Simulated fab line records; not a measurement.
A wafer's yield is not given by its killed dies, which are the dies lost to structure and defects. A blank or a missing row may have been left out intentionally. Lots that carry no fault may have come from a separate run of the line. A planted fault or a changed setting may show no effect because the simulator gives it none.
fab line records	flow berkeley_cmos170
[record] lots = 14	wafers = 42	last_day = 12
route steps=331 shown START@4 PWELL@39 SDANNEAL@204 CONTACT@224
lots with no fault: from the same line, run without faults
start_h: hours from the record's opening day to when the first of the lot's shown wafers began	wait_h: hours since the lot's step before	" identical to the entry in the row above	L1.1+2: a single row standing in for several wafers	- no value, or no start was given	* or withheld: withheld	< > ~ a bound
route shown NAME@n: NAME is a module with steps in the file, n the number in the route of the first one	usual: the fault-free wafers' mean and standard deviation	same: alike in all rows	chamber/n: place in a boat	sites: each site's reading	_std_site: the standard deviation of these	_edge_site: the outer-site mean with the inner-site mean subtracted	radius_mm: how far each site lies from the wafer's centre	mask NAME#n: copy n	behind: the most recent tool/chamber to have shaped the wafer	hold: the reason the lot was held/the length of the hold in hours/how it ended	device: the n, p or np transistor that did not switch	end of line: the same wafers' tests at the end of the route	where a step has no rows: the recipe by itself	killed: the dies lost at the first sort to structure and to defects; this is not the yield of the wafer	map: per-die view of a wafer (x killed, . not killed, _ where there is no die)
set.NAME: the run value of the setting; set.NAME@STEP: its run value at that earlier step	model.NAME: the simulator's own value behind a step, which no gauge read
one table for each step of the route and one row for each wafer, over a sample of lots
services: from which hour (start_h, from the record's first day; less than 0 if before it) a tool's chamber was out of use, for how many hours, and why
[[steps]]
[step UCB170_START_THK_MEAS_03]
[recipe] reads = SiO2_of_START_OXIDATION_02
[usual] START_OXIDE_THK = 20.2/0.46
lot.wafer	tool	chamber	start_h	wait_h	START_OXIDE_THK[nm]
L491.1	film_metro-01	-	14.06	0.0	19.9
L491.3	"	-	"	"	19.8
L491.5	"	-	"	"	20.1
L493.1	film_metro-01	-	22.55	0.0	19.9
L493.5	"	-	"	"	19.9
L493.6	"	-	"	"	19.9
L492.2	film_metro-03	-	22.56	0.0	20.3
L492.4	"	-	"	"	20.3
L492.6	"	-	"	"	20.4
L494.4	film_metro-03	-	29.56	0.0	19.4
L494.5	"	-	"	"	19.5
L494.6	"	-	"	"	19.7
L495.1	film_metro-03	-	33.62	0.0	20.1
L495.3	"	-	"	"	20.2
L495.6	"	-	"	"	20.6
L496.1	film_metro-04	-	37.70	0.0	19.7
L496.2	"	-	"	"	19.9
L496.4	"	-	"	"	19.7
L497.2	film_metro-01	-	43.73	0.0	19.9
L497.4	"	-	"	"	19.8
L497.6	"	-	"	"	19.6
L498.1	film_metro-04	-	49.22	0.0	20.0
L498.2	"	-	"	"	20.1
L498.5	"	-	"	"	20.5
L499.2	film_metro-03	-	53.02	0.0	20.4
L499.3	"	-	"	"	20.4
L499.5	"	-	"	"	20.4
L502.1	film_metro-03	-	69.25	0.0	20.8
L502.2	"	-	"	"	21.3
L502.6	"	-	"	"	21.0
L503.1	film_metro-01	-	73.09	0.0	20.1
L503.3	"	-	"	"	20.5
L503.4	"	-	"	"	20.1
L504.1	film_metro-04	-	77.60	0.0	20.7
L504.5	"	-	"	"	20.5
L504.6	"	-	"	"	20.4
L513.1	film_metro-04	-	127.45	0.0	20.0
L513.2	"	-	"	"	20.1
L513.5	"	-	"	"	19.5
L514.1	film_metro-03	-	127.45	0.0	19.6
L514.4	"	-	"	"	19.4
L514.6	"	-	"	"	19.9
[step UCB170_PWELL_CVD_05]
[recipe] material = Si3N4	target_thk_nm = 220	temp_c = 800	precursor = SiH2Cl2/NH3	time_s = 3300	pressure_mtorr = 200	sih2cl2_flow_sccm = 25	nh3_flow_sccm = 75
[usual] sih2cl2_flow_sccm = 25.01/0.07	spike_tc_load_C = 825.1/2.3	susceptor_temp_C = 799.9/0.32	zone_power_load_pct = 20.4/2
lot.wafer	tool	chamber	start_h	wait_h	sih2cl2_flow_sccm	spike_tc_load_C	susceptor_temp_C	zone_power_load_pct
L491.1	lpcvd-02	1	46.22	0.0	24.97	822.0	799.8	19.4
L491.3	"	1	"	"	24.95	821.5	799.4	19.7
L491.5	"	1	"	"	25.01	821.4	799.8	19.2
L492.2	lpcvd-01	1	50.01	0.0	25.08	825.7	800.3	22.7
L492.4	"	1	"	"	24.85	825.2	799.9	22.4
L492.6	"	1	"	"	24.96	826.8	800.4	22.3
L493.1	lpcvd-01	1	50.01	0.0	25.07	825.8	800.1	22.3
L493.5	"	1	"	"	24.95	826.3	799.9	22.4
L493.6	"	1	"	"	24.99	825.8	799.8	22.2
L494.4	lpcvd-02	0	55.49	1.2	25.04	827.6	800.1	21.0
L494.5	"	0	"	"	24.94	829.4	800.2	21.0
L494.6	"	0	"	"	24.99	828.1	799.8	21.1
L495.1	lpcvd-01	0	67.36	0.0	24.98	822.8	799.9	17.7
L495.3	"	0	"	"	24.88	822.1	800.0	17.5
L495.6	"	0	"	"	24.97	825.2	799.8	17.6
L496.1	lpcvd-01	0	67.36	0.0	24.97	822.7	799.8	17.8
L496.2	"	0	"	"	25.07	822.7	800.0	17.8
L496.4	"	0	"	"	24.93	822.6	800.4	17.7
L497.2	lpcvd-01	0	72.98	0.3	25.07	821.8	799.8	17.9
L497.4	"	0	"	"	25.17	823.2	799.7	17.5
L497.6	"	0	"	"	25.05	821.8	799.9	17.5
L498.1	lpcvd-01	0	78.02	1.1	25.01	821.8	800.3	17.7
L498.2	"	0	"	"	25.04	823.2	800.2	17.5
L498.5	"	0	"	"	24.97	822.8	799.7	17.2
L499.2	lpcvd-02	0	83.43	0.6	25.07	827.4	799.9	21.0
L499.3	"	0	"	"	24.95	827.5	799.9	20.7
L499.5	"	0	"	"	25.04	827.5	799.7	21.2
L502.1	lpcvd-01	1	99.53	0.9	37.50	826.9	799.9	22.5
L502.2	"	1	"	"	37.56	827.3	799.1	22.6
L502.6	"	1	"	"	37.53	825.6	800.3	23.0
L503.1	lpcvd-01	1	99.53	0.9	37.42	826.0	800.3	22.8
L503.3	"	1	"	"	37.56	824.6	800.0	22.6
L503.4	"	1	"	"	37.44	826.3	800.0	22.5
L504.1	lpcvd-01	1	107.30	0.0	37.52	826.2	800.4	22.6
L504.5	"	1	"	"	37.60	827.7	800.3	22.9
L504.6	"	1	"	"	37.53	825.6	800.5	22.3
L513.1	lpcvd-02	0	162.60	0.0	25.10	827.0	800.2	21.0
L513.2	"	0	"	"	25.12	826.8	800.1	21.2
L513.5	"	0	"	"	25.03	825.8	800.2	21.0
L514.1	lpcvd-02	1	162.60	0.0	24.92	820.3	799.4	19.3
L514.4	"	1	"	"	25.00	823.3	799.7	19.1
L514.6	"	1	"	"	25.04	821.9	799.3	19.5
[step UCB170_PWELL_THK_MEAS_06]
[recipe] reads = Si3N4_of_PWELL_CVD_05
[usual] PWELL_NITRIDE_THK = 220.1/2.1
lot.wafer	tool	chamber	start_h	wait_h	hold	PWELL_NITRIDE_THK[nm]
L491.1	film_metro-01	-	48.14	0.0	-	219.0
L491.3	"	-	"	"	-	220.4
L491.5	"	-	"	"	-	221.0
L493.1	film_metro-01	-	52.89	0.0	-	219.2
L493.5	"	-	"	"	-	218.8
L493.6	"	-	"	"	-	218.6
L492.2	film_metro-04	-	52.90	0.0	-	219.6
L492.4	"	-	"	"	-	220.7
L492.6	"	-	"	"	-	220.1
L494.4	film_metro-04	-	58.40	0.0	-	218.0
L494.5	"	-	"	"	-	218.4
L494.6	"	-	"	"	-	217.2
L495.1	film_metro-01	-	69.28	0.0	-	224.2
L495.3	"	-	"	"	-	222.0
L495.6	"	-	"	"	-	223.1
L496.1	film_metro-02	-	69.28	0.0	-	222.5
L496.2	"	-	"	"	-	223.6
L496.4	"	-	"	"	-	223.7
L497.2	film_metro-02	-	74.90	0.0	-	221.4
L497.4	"	-	"	"	-	221.4
L497.6	"	-	"	"	-	220.9
L498.1	film_metro-04	-	79.94	0.0	-	219.9
L498.2	"	-	"	"	-	221.7
L498.5	"	-	"	"	-	218.5
L499.2	film_metro-04	-	85.36	0.0	-	218.5
L499.3	"	-	"	"	-	217.9
L499.5	"	-	"	"	-	217.8
L502.1	film_metro-04	-	102.41	0.0	await_dispo/0.2h/release	246.7
L502.2	"	-	"	"	await_dispo/0.2h/release	248.4
L502.6	"	-	"	"	await_dispo/0.2h/release	247.2
L502.1	film_metro-04	-	102.67	0.3	-	246.9
L502.2	"	-	"	"	-	248.5
L502.6	"	-	"	"	-	247.0
L503.1	film_metro-01	-	102.41	0.0	await_dispo/0.2h/release	246.2
L503.3	"	-	"	"	await_dispo/0.2h/release	245.4
L503.4	"	-	"	"	await_dispo/0.2h/release	247.2
L503.1	film_metro-01	-	102.63	0.2	-	245.9
L503.3	"	-	"	"	-	245.8
L503.4	"	-	"	"	-	247.3
L504.1	film_metro-01	-	111.61	0.0	await_dispo/0.2h/release	247.4
L504.5	"	-	"	"	await_dispo/0.2h/release	246.6
L504.6	"	-	"	"	await_dispo/0.2h/release	248.2
L504.1	film_metro-01	-	111.84	0.2	-	247.6
L504.5	"	-	"	"	-	246.5
L504.6	"	-	"	"	-	248.1
L513.1	film_metro-04	-	164.51	0.0	-	219.6
L513.2	"	-	"	"	-	219.6
L513.5	"	-	"	"	-	219.1
L514.1	film_metro-02	-	164.51	0.0	-	223.0
L514.4	"	-	"	"	-	223.4
L514.6	"	-	"	"	-	224.9
[step UCB170_SDANNEAL_RTA_00]
[recipe] temp_c = 900	time_s = 10	ambient = N2
[usual] lamp_power_pct = 23.2/0.55	wafer_temp_C_max = 903.2/0.75
lot.wafer	tool	chamber	start_h	wait_h	lamp_power_pct	wafer_temp_C_max
L491.1	rtp_anneal-02	0	134.96	0.0	22.7	903.3
L491.3	"	0	"	"	22.7	902.2
L491.5	"	0	"	"	22.7	903.1
L492.2	rtp_anneal-02	0	138.37	0.0	22.7	904.0
L492.4	"	0	"	"	22.7	904.2
L492.6	"	0	"	"	22.7	904.1
L493.1	rtp_anneal-02	0	138.88	0.0	22.7	903.7
L493.5	"	0	"	"	22.7	903.4
L493.6	"	0	"	"	22.7	904.2
L495.1	rtp_anneal-01	0	159.51	0.0	23.8	902.5
L495.3	"	0	"	"	23.8	902.6
L495.6	"	0	"	"	23.9	902.8
L496.1	rtp_anneal-02	0	159.68	0.0	22.7	902.8
L496.2	"	0	"	"	22.8	903.3
L496.4	"	0	"	"	22.7	903.6
L494.4	rtp_anneal-01	0	160.04	0.0	23.8	903.0
L494.5	"	0	"	"	23.8	902.5
L494.6	"	0	"	"	23.8	902.2
L497.2	rtp_anneal-02	0	170.02	0.0	22.7	903.8
L497.4	"	0	"	"	22.7	904.0
L497.6	"	0	"	"	22.7	903.8
L498.1	rtp_anneal-01	0	170.20	0.0	23.8	902.1
L498.2	"	0	"	"	23.8	902.6
L498.5	"	0	"	"	23.8	903.2
L499.2	rtp_anneal-01	0	178.97	0.0	23.8	903.6
L499.3	"	0	"	"	23.9	901.9
L499.5	"	0	"	"	23.8	902.3
L514.1	rtp_anneal-02	0	256.66	0.0	22.7	903.5
L514.4	"	0	"	"	22.7	902.3
L514.6	"	0	"	"	22.7	904.4
L513.1	rtp_anneal-02	0	256.85	0.0	22.7	903.4
L513.2	"	0	"	"	22.7	902.8
L513.5	"	0	"	"	22.7	902.4
[step UCB170_CONTACT_RTA_08]
[recipe] temp_c = 900	time_s = 10	ambient = N2
[usual] lamp_power_pct = 23.4/0.55	wafer_temp_C_max = 902.9/0.73
lot.wafer	tool	chamber	start_h	wait_h	lamp_power_pct	wafer_temp_C_max
L491.1	rtp_anneal-01	0	138.71	0.0	23.8	902.8
L491.3	"	0	"	"	23.8	902.1
L491.5	"	0	"	"	23.8	903.6
L493.1	rtp_anneal-01	0	144.55	0.0	23.8	901.7
L493.5	"	0	"	"	23.8	901.8
L493.6	"	0	"	"	23.8	902.4
L492.2	rtp_anneal-02	0	144.73	0.0	22.7	903.1
L492.4	"	0	"	"	22.7	902.8
L492.6	"	0	"	"	22.8	903.8
L495.1	rtp_anneal-01	0	164.23	0.0	23.8	902.4
L495.3	"	0	"	"	23.8	902.3
L495.6	"	0	"	"	23.8	902.3
L494.4	rtp_anneal-02	0	164.26	0.0	22.7	903.3
L494.5	"	0	"	"	22.7	903.2
L494.6	"	0	"	"	22.7	904.0
L496.1	rtp_anneal-01	0	164.30	0.1	23.8	902.0
L496.2	"	0	"	"	23.8	902.0
L496.4	"	0	"	"	23.9	903.3
L498.1	rtp_anneal-01	0	175.70	0.0	23.8	903.1
L498.2	"	0	"	"	23.8	902.8
L498.5	"	0	"	"	23.8	905.1
L497.2	rtp_anneal-02	0	175.71	0.0	22.7	903.5
L497.4	"	0	"	"	22.7	902.4
L497.6	"	0	"	"	22.7	902.8
L499.2	rtp_anneal-01	0	182.69	0.0	23.8	904.0
L499.3	"	0	"	"	23.8	902.9
L499.5	"	0	"	"	23.8	902.4
L514.1	rtp_anneal-02	0	261.79	0.0	22.7	902.7
L514.4	"	0	"	"	22.7	903.1
L514.6	"	0	"	"	22.7	903.4
L513.1	rtp_anneal-01	0	261.88	0.0	23.8	903.3
L513.2	"	0	"	"	23.8	903.4
L513.5	"	0	"	"	23.8	903.3
[[services]]
tool	chamber	start_h	hours	kind
lpcvd-01	-	33.08	1.2	repair
[[key]]
[first_sign] step = UCB170_PWELL_CVD_05	reading = sih2cl2_flow_sccm	direction = up	sigmas = 99+	usual = 25.01	struck = 37.52
[effect] step = UCB170_PWELL_THK_MEAS_06	reading = visit	direction = added
[effect] step = UCB170_PWELL_THK_MEAS_06	reading = PWELL_NITRIDE_THK	direction = up	sigmas = 13	usual = 220.1	struck = 247.0
met_at UCB170_PWELL_CVD_05
struck_lots L502,L503,L504
later_rows_left_out L502.1,L502.2,L502.6,L503.1,L503.3,L503.4,L504.1,L504.5,L504.6
sort_left_out L502.1,L502.2,L502.6,L503.1,L503.3,L503.4,L504.1,L504.5,L504.6
tester_left_out L502,L503,L504
not_acting_at UCB170_START_THK_MEAS_03,UCB170_SDANNEAL_RTA_00,UCB170_CONTACT_RTA_08
onset_between 78.02 99.53
[fault] kind = process_parameter_drift	tool = lpcvd-01	chamber = -	onset_h = 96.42	steps = UCB170_PWELL_CVD_05	channel = sih2cl2_flow_sccm	offset = 12.5	shape = step	end_h = 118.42	acts_in = these_recipes_only	stated = 25
// tester_left_out: of these lots the tester's yield and bins aren't shown, on N5 and GAA mostly nor the transistor test; their killed dies are dies lost to structure and defects alone, not to doping, threshold or leakage, so they don't give the yield
// sort_left_out: the simulated sort isn't trusted on such a fault, so these wafers' sort isn't shown, and their yield isn't known
// later_rows_left_out: the simulator's readings of these wafers behind a module that went badly wrong aren't trusted and aren't shown, but for the sort
